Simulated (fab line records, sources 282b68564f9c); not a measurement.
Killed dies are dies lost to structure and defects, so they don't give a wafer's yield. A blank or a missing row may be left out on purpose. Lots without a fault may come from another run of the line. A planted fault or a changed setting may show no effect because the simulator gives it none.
Split-lot experiment | flow rit_cmos | 5 lots, 23 wafers read, on a route of 202 steps

THE SPLIT
At RIT_PWELL_COAT_01 (resist thk 1300 nm), the setting resist_thk_nm was moved away from the recipe's 1300 nm on 6 of the 23 wafers read, by -4.7% to +4.5%. The other wafers ran this setting at the recipe's value.

FROM THE SPLIT TO THE READING: what the file shows between them, 3 steps
- RIT_PWELL_SOFTBAKE_02: time 60 s
- RIT_PWELL_EXPOSE_03: exposes mask M3, target cd 43700 nm
- RIT_PWELL_DEVELOP_05: develop time 68 s

THE READING
NOVOLAK_of_PWELL_COAT_01.thk_nm (the simulator's own value, which no gauge read), in nm, at RIT_PWELL_HARDBAKE_07 (time 120 s). The file gives no usual value for it. The 17 wafers here that ran the recipe average 1138 nm, standard deviation 2.5 nm.

wafer  | tool, chamber at the split | resist_thk_nm as run, nm | against the recipe | NOVOLAK_of_PWELL_COAT_01.thk_nm, nm | against lot-mates on the recipe
L078.1 | litho_track-04, 0          | 1300                     | recipe             | 1135                                | -
L078.2 | litho_track-04, 0          | 1300                     | recipe             | 1135                                | -
L078.3 | litho_track-04, 0          | 1300                     | recipe             | 1136                                | -
L078.5 | litho_track-04, 0          | 1300                     | recipe             | 1140                                | -
L078.6 | litho_track-04, 0          | 1300                     | recipe             | 1140                                | -
L080.1 | litho_track-02, 0          | 1300                     | recipe             | 1135                                | -
L080.5 | litho_track-02, 0          | 1300                     | recipe             | 1139                                | -
L080.6 | litho_track-02, 0          | 1300                     | recipe             | 1139                                | -
L081.1 | litho_track-04, 0          | 1243                     | -4.4%              | 1094                                | -47
L081.4 | litho_track-04, 0          | 1243                     | -4.4%              | 1094                                | -47
L081.2 | litho_track-04, 0          | 1300                     | recipe             | 1141                                | -
L081.5 | litho_track-04, 0          | 1300                     | recipe             | 1141                                | -
L081.6 | litho_track-04, 0          | 1300                     | recipe             | 1142                                | -
L084.1 | litho_track-02, 0          | 1300                     | recipe             | 1136                                | -
L084.2 | litho_track-02, 0          | 1300                     | recipe             | 1137                                | -
L084.3 | litho_track-02, 0          | 1359                     | +4.5%              | 1193                                | +56
L084.4 | litho_track-02, 0          | 1300                     | recipe             | 1138                                | -
L084.5 | litho_track-02, 0          | 1359                     | +4.5%              | 1186                                | +49
L085.1 | litho_track-01, 0          | 1300                     | recipe             | 1133                                | -
L085.2 | litho_track-01, 0          | 1239                     | -4.7%              | 1085                                | -51
L085.4 | litho_track-01, 0          | 1300                     | recipe             | 1137                                | -
L085.5 | litho_track-01, 0          | 1300                     | recipe             | 1137                                | -
L085.6 | litho_track-01, 0          | 1239                     | -4.7%              | 1082                                | -54

THE FIT
A straight line over all 23 wafers: NOVOLAK_of_PWELL_COAT_01.thk_nm changes by +11 nm for each +1% of resist_thk_nm; r = +0.99; the points scatter about the line by 3 nm.
The same after taking each lot's own level away (the mean of its wafers on the recipe; 23 wafers): +11.2 nm for each +1%; r = +1.00; scatter 2.1 nm.
On that fit, the largest move of resist_thk_nm shifts the reading by 53 nm.
The lots' own levels span 1135.7 to 1141.3 nm, that is 2.3 times the standard deviation above.
So the lot-to-lot level changes the slope little: the two slopes agree.
Check: with one of the wafers moved furthest among these (-4.7%) left out of the fit, the line predicts -52.6 nm for it against its lot-mates. It came out at -50.7 nm against them.

OTHER SPLITS ON THESE WAFERS
These wafers also went through other splits before the reading. Each is held against what the fit with the lots' levels taken away leaves over:
other split on the same wafers   | wafers away from the commonest value | r with NOVOLAK_of_PWELL_COAT_01.thk_nm (lot level and that fit taken away)
RIT_ACTIVE_COAT_06 resist_thk_nm | 9                                    | -0.17
RIT_FOX2_OXIDATION_00 temp_c     | 18                                   | -0.08

THE WHOLE CHAIN: every reading that the file lists as answering this split, in the file's order
step                  | what it does       | reading                                                                          | change (the file's fit)              | r (the file's)
RIT_PWELL_COAT_01     | resist thk 1300 nm | NOVOLAK_of_PWELL_COAT_01.thk_nm (the simulator's own value, which no gauge read) | +13 nm for each +1% of the setting   | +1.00
RIT_PWELL_HARDBAKE_07 | time 120 s         | NOVOLAK_of_PWELL_COAT_01.thk_nm (the simulator's own value, which no gauge read) | +11.2 nm for each +1% of the setting | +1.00

THE FILE'S OWN FIT
NOVOLAK_of_PWELL_COAT_01.thk_nm changes by +11.2 nm for each +1% of resist_thk_nm, r = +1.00.
